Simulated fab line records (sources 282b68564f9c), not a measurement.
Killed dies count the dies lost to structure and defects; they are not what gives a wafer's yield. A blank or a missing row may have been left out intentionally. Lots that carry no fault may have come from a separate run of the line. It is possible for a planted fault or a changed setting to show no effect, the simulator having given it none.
Code-filled problem report in 8D (eight disciplines) form || flow rit cmos || the parts of the form that need people (team, actions taken, sign-off) are left out

== 1. THE ISSUE ==
On 3 wafers of 1 lot, killed on rim at RIT_M1_PROBE_99 has a mean of 11.3; fault-free wafers read 1.7, standard deviation 1.3. That is +7.4 standard deviations from the usual mean.
Earliest sighting: wafer L107.1 on prober-01 at day 7 17:55. The record has a number at this step for 9 wafers belonging to 3 lots. Rule for "out", or "out of limits": more than 4 standard deviations from the usual mean. Any other wafer with a number is counted as sound.

== 2. WHAT IT IS AND WHAT IT IS NOT ==
{"question": "which readings at this step", "is": "killed on rim, killed at front end, killed dies", "is not": "killed_at_M0_to_M3, killed at contacts"}
{"question": "which lots", "is": "L107", "is not": "L100, L994"}
{"question": "which wafers of those lots", "is": "all that have a number", "is not": "-"}
{"question": "read on which tools", "is": "prober-01", "is not": "prober-02"}
{"question": "when", "is": "from day 7 17:55", "is not": "up to then (6 sound wafers)"}

== 3. THE SUSPECTS, EACH WITH WHAT RULES IT OUT ==
Counting: a tool at any process step up to the reading remains a suspect when it ran all the lots that are out and ran no sound lot after the first of those.
- wet bench-04 at RIT_REOX_CLEAN_02 (cleans in SC2, time 600 s): kept. It ran the lot that is out, L107 (day 6 20:49), and no sound lot after that; its last sound lot up to then is L100 (day 5 06:33).
- prober-01 at RIT_M1_PROBE_99: kept. It ran the lot that is out, L107 (day 7 17:55), and no sound lot after that. Out on those wafers are its own readings of killed at front end, killed dies, killed on rim.
Left after counting: wet bench-04 at RIT_REOX_CLEAN_02, prober-01 at RIT_M1_PROBE_99.

== 4. THE CAUSE (what the simulator had put in) ==
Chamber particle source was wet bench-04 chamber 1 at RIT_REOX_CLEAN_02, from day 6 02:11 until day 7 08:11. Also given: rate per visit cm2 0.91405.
Counting left 2 suspects, and this tool is among them.

== 5. THE EFFECT CHAIN, in route order ==
Each row: a reading whose mean over the struck wafers that have a number lies more than 3 standard deviations from the usual. Only readings whose record carries a usual standard deviation are examined. hours: median over the lots of the time between each lot's start at the first step of this table that gives one and its start at this step. sigmas: the change, counted in usual standard deviations.
{"hours": 0, "step": "RIT_M1_PROBE_99", "reading": "killed at front end", "usual": 6.3, "on struck wafers": 23.7, "change": "+17.4", "sigmas": "+5.8"}
{"hours": 0, "step": "RIT_M1_PROBE_99", "reading": "killed dies", "usual": 6.4, "on struck wafers": 23.7, "change": "+17.3", "sigmas": "+5.8"}
{"hours": 0, "step": "RIT_M1_PROBE_99", "reading": "killed on rim", "usual": 1.7, "on struck wafers": 11.3, "change": "+9.6", "sigmas": "+7.4"}
The process steps in it:
- RIT_M1_PROBE_99

== 6. HOW IT WOULD HAVE BEEN CAUGHT EARLIER ==
40 hours passed between the start of the fault at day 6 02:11 and the first reading out of limits in this record, taken at day 7 17:55.
By day 7 17:55, every lot that is out (1) had started RIT_REOX_CLEAN_02 on wet bench-04. Tool hold at that time: it would have spared none of them.
